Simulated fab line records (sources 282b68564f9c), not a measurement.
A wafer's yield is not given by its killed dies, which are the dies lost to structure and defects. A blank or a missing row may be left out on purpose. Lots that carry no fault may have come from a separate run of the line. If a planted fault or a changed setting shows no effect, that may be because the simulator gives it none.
2 desks looking at one fault    flow rit_cmos    what lay behind the numbers comes last; until then each desk has only its own

## TOOL OWNER'S DESK, furnace-01
The tool's own readings at RIT_WELLDRIVE_ANNEAL_00 (time 14700 s): means of the sampled wafers that have a number, for each lot that ran on this tool. A lot is out of limits, marked OUT, if its mean lies more than 4 standard deviations from the usual mean; the brackets give that distance.
Columns: A = spike_tc_centre_C at RIT_WELLDRIVE_ANNEAL_00, usual 1101.9 C; B = spike_tc_load_C at RIT_WELLDRIVE_ANNEAL_00, usual 1126.7 C; C = spike_tc_source_C at RIT_WELLDRIVE_ANNEAL_00, usual 1127.3 C; D = tube_center_temp_C at RIT_WELLDRIVE_ANNEAL_00, usual 1100 C; E = tube_center_temp_C_max at RIT_WELLDRIVE_ANNEAL_00, usual 1102.8; F = zone_power_centre_pct at RIT_WELLDRIVE_ANNEAL_00, usual 57 %
lot   first seen here  A                  B       C                  D               E                 F
L244  day 3 05:59      1102.5             1124.3  1125.3             1100            1102.7            64
L245  day 3 11:04      1094.9 (-5.8) OUT  1117.1  1117.3 (-5.6) OUT  1092 (-79) OUT  1095.0 (-18) OUT  64
L247  day 3 19:44      1094.4 (-6.3) OUT  1117.3  1115.7 (-6.4) OUT  1092 (-81) OUT  1094.7 (-18) OUT  64
L251  day 4 16:57      1094.4 (-6.2) OUT  1116.0  1117.2 (-5.6) OUT  1092 (-80) OUT  1094.3 (-19) OUT  64
This desk finds L245, L247, L251 out of limits, L245 being first, at day 3 11:04 (spike_tc_centre_C at RIT_WELLDRIVE_ANNEAL_00). L244 stayed within limits.

## AT THE METROLOGY DESK
Means of the sampled wafers that have a number, per lot and without regard to the tool the lot ran on: this is what the gauges read. A lot is out of limits, marked OUT, if its mean lies more than 4 standard deviations from the usual mean; the brackets give that distance.
Columns: A = cd_nm at RIT_ACTIVE_CD_MEAS_11, usual 1400.5 nm; B = NWELL_RS at RIT_WELLDRIVE_RS_MEAS_01, usual 275.6 ohm/sq; C = PWELL_RS at RIT_WELLDRIVE_RS_MEAS_02, usual 429.4 ohm/sq; D = NRETRO_TW at RIT_NRETRO_TW_MEAS_10, usual 1052; E = CONTACT_OVL at RIT_CONTACT_OVL_MEAS_09, usual 0.0 nm
lot   first seen here  A       B                C                 D     E
L238  day 1 16:11      1401.2  274.7            430.0             1050  0.9
L240  day 2 00:39      1396.0  275.9            430.0             1052  0.5
L241  day 2 06:34      1400.4  274.3            429.8             1044  -0.4
L242  day 2 13:58      1401.3  275.4            430.9             1046  -1.1
L243  day 2 18:56      1401.4  275.4            430.7             1049  -0.5
L244  day 2 20:40      1398.9  276.9            430.7             1058  0.5
L245  day 3 02:39      1399.8  284.5 (+11) OUT  439.4 (+8.3) OUT  1050  -0.8
L246  day 3 06:36      1397.3  275.7            429.2             1062  0.8
L247  day 3 11:26      1402.5  284.0 (+10) OUT  437.7 (+6.9) OUT  1063  -1.3
L251  day 4 07:44      1402.9  286.2 (+13) OUT  439.7 (+8.6) OUT  1064  -1.1
L257  day 5 13:37      1398.2  276.0            429.9             1058  0.4
L258  day 5 18:26      1399.9  275.7            428.9             1044  -1.1
L259  day 6 00:16      1402.3  275.0            429.0             1045  -0.0
L260  day 6 05:36      1400.9  274.8            429.1             1059  1.2
L261  day 6 10:29      1398.1  275.7            429.7             1050  0.5
This desk's result: L245, L247, L251 out of limits, first on L245 (NWELL_RS at RIT_WELLDRIVE_RS_MEAS_01), day 3 16:11. L238, L240, L241, L242, L243, L244, L246, L257, L258, L259, L260, L261 stayed within limits.

## PUT TOGETHER
An alarm could have come from the tool owner's desk at day 3 11:04, on L245, L247, L251.
The metrology desk could have raised an alarm at day 3 16:11, on L245, L247, L251.
Every lot named ran RIT_WELLDRIVE_ANNEAL_00 on furnace-01.

## WHAT HAD BEEN PUT IN BY THE SIMULATOR
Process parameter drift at RIT_WELLDRIVE_ANNEAL_00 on furnace-01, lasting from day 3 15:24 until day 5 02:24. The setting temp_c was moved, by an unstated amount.
Struck lots among those shown: L245, L247, L251.
